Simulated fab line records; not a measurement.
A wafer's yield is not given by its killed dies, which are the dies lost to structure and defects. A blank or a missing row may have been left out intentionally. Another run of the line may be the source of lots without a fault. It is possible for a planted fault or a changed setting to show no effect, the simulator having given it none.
The tool behind it: which one? ; flow berkeley_cmos170 ; Sampling: 15 lots, 45 wafers, 2 of 331 route steps

WHAT THE GAUGES READ, wafer by wafer
UCB170_M2_CD_MEAS_15: the cd target is 700 nm.
lot;measured;on;cd_nm (nm)
L679;day 7 11:39;cd_sem-01;699.9 698.2 700.2
L678;day 7 11:55;cd_sem-02;698.1 699.8 699.0
L680;day 8 05:50;cd_sem-01;700.5 700.2 699.0
L682;day 8 16:41;cd_sem-02;697.7 696.4 697.8
L684;day 9 02:16;cd_sem-01;697.5 699.7 699.6
L685;day 9 02:32;cd_sem-01;699.9 699.4 700.0
L687;day 9 14:55;cd_sem-02;702.7 702.2 701.0
L688;day 10 07:37;cd_sem-01;699.4 698.8 700.3
L690;day 10 07:49;cd_sem-02;697.5 698.4 698.4
L693;day 10 22:07;cd_sem-02;701.5 701.6 702.0
L695;day 11 02:28;cd_sem-02;698.9 697.7 697.7
L694;day 11 02:43;cd_sem-01;699.7 700.6 700.7
L698;day 11 20:38;cd_sem-02;699.7 700.6 700.2
L700;day 12 00:06;cd_sem-01;700.3 701.2 700.7
L701;day 12 04:40;cd_sem-02;698.1 699.0 698.7

TOOL THAT RAN EACH LOT (tool first, then ch and the chambers of the sampled wafers, then the start)
lot;UCB170_M1_ETCH_11
L679;rie_diel-04 ch 0,1,2, day 6 21:21
L678;rie_diel-03 ch 1,3, day 6 21:36
L680;rie_diel-03 ch 1,2, day 7 17:16
L682;rie_diel-04 ch 0,3, day 8 04:17
L684;rie_diel-03 ch 1,2,3, day 8 15:19
L685;rie_diel-01 ch 2,3, day 8 15:52
L687;rie_diel-01 ch 1,2,3, day 9 05:44
L688;rie_diel-04 ch 0,1, day 9 21:32
L690;rie_diel-03 ch 1,2,3, day 9 22:23
L693;rie_diel-04 ch 0,1,2, day 10 11:28
L695;rie_diel-04 ch 0,2,3, day 10 15:26
L694;rie_diel-04 ch 2,3, day 10 15:45
L698;rie_diel-04 ch 1,2, day 11 11:10
L700;rie_diel-01 ch 1,2,3, day 11 15:21
L701;rie_diel-01 ch 0,1,3, day 11 18:31
- UCB170_M1_ETCH_11: etches BARC in N2/H2.

AS READ BY THE TOOLS THEMSELVES (means over the sampled wafers that have a number; for cases with no such wafer, the mark the record gives instead)
UCB170_M1_ETCH_11.
lot;tool;chamber_pressure_mTorr (mTorr);drypump_motor_current_A (A);h2_flow_sccm (sccm);oes_product_au (a.u.);throttle_valve_pct (%)
L679;rie_diel-04;29.979;5.2;200.0;1.019;13.46
L678;rie_diel-03;30.012;5.8;199.6;0.987;13.52
L680;rie_diel-03;30.003;5.8;199.8;1.001;13.55
L682;rie_diel-04;29.973;5.9;200.0;1.009;13.32
L684;rie_diel-03;29.990;5.9;200.2;0.997;13.55
L685;rie_diel-01;30.031;5.8;199.7;1.027;13.26
L687;rie_diel-01;29.982;5.8;200.3;1.022;13.22
L688;rie_diel-04;30.006;4.9;199.9;0.974;13.34
L690;rie_diel-03;29.991;5.9;199.9;0.997;13.56
L693;rie_diel-04;29.992;5.2;200.2;1.008;13.47
L695;rie_diel-04;45.028;5.7;200.2;0.994;13.44
L694;rie_diel-04;44.981;5.9;199.5;1.024;13.61
L698;rie_diel-04;44.997;5.1;199.8;0.964;13.50
L700;rie_diel-01;29.974;5.8;200.1;1.020;13.21
L701;rie_diel-01;30.001;5.6;200.3;1.007;13.09

THE ANSWER, worked out from the rows above alone
Rule: the lots themselves supply what counts as usual. The widest of any qualifying gaps counts: lots, ordered by their means at a reading, are off when they make up no more than a third of the lots, leave a main group of 4 or more, and stand apart from it by 3 or more times the standard deviation of that group's means. A main group whose means are all the same, to the digits that the tables above print for the reading, isn't used. Also off: a lot with no number at a reading for which 4 or more lots have one. Any other lot the step has rows for is counted as sound. The gauges are gone through in route order, then the tools' own readings, and for those a lot's mean is taken as printed above. The first step at which some lot is off is used, and at that step the reading that is off furthest; a lot without a number counts as furthest.
Off: L695, L694, L698, at UCB170_M1_ETCH_11 (chamber_pressure_mTorr). The main group: mean 29.994 mTorr, standard deviation 0.016.
A tool fits if, at that step or a process step before it, it ran every lot that is off, and no sound lot after the first of them. One fits: rie_diel-04 at UCB170_M1_ETCH_11. A fault onset in the window from L693 (day 10 11:28, its last sound lot) to L695 (day 10 15:26, its first lot off) fits.
The tool's own readings at UCB170_M1_ETCH_11 bear it out: on the lots that are off they differ by more than 5 times the standard deviation of the sound lots' means. chamber_pressure_mTorr reads 45.002 mTorr there against 29.994 mTorr on the sound lots.

WHAT HAD BEEN PUT IN BY THE SIMULATOR
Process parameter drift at UCB170_M1_ETCH_11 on rie_diel-04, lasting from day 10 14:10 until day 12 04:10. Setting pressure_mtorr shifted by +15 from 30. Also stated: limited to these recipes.
Lots struck among those shown: L695, L694, L698. Same finding as the rule above.
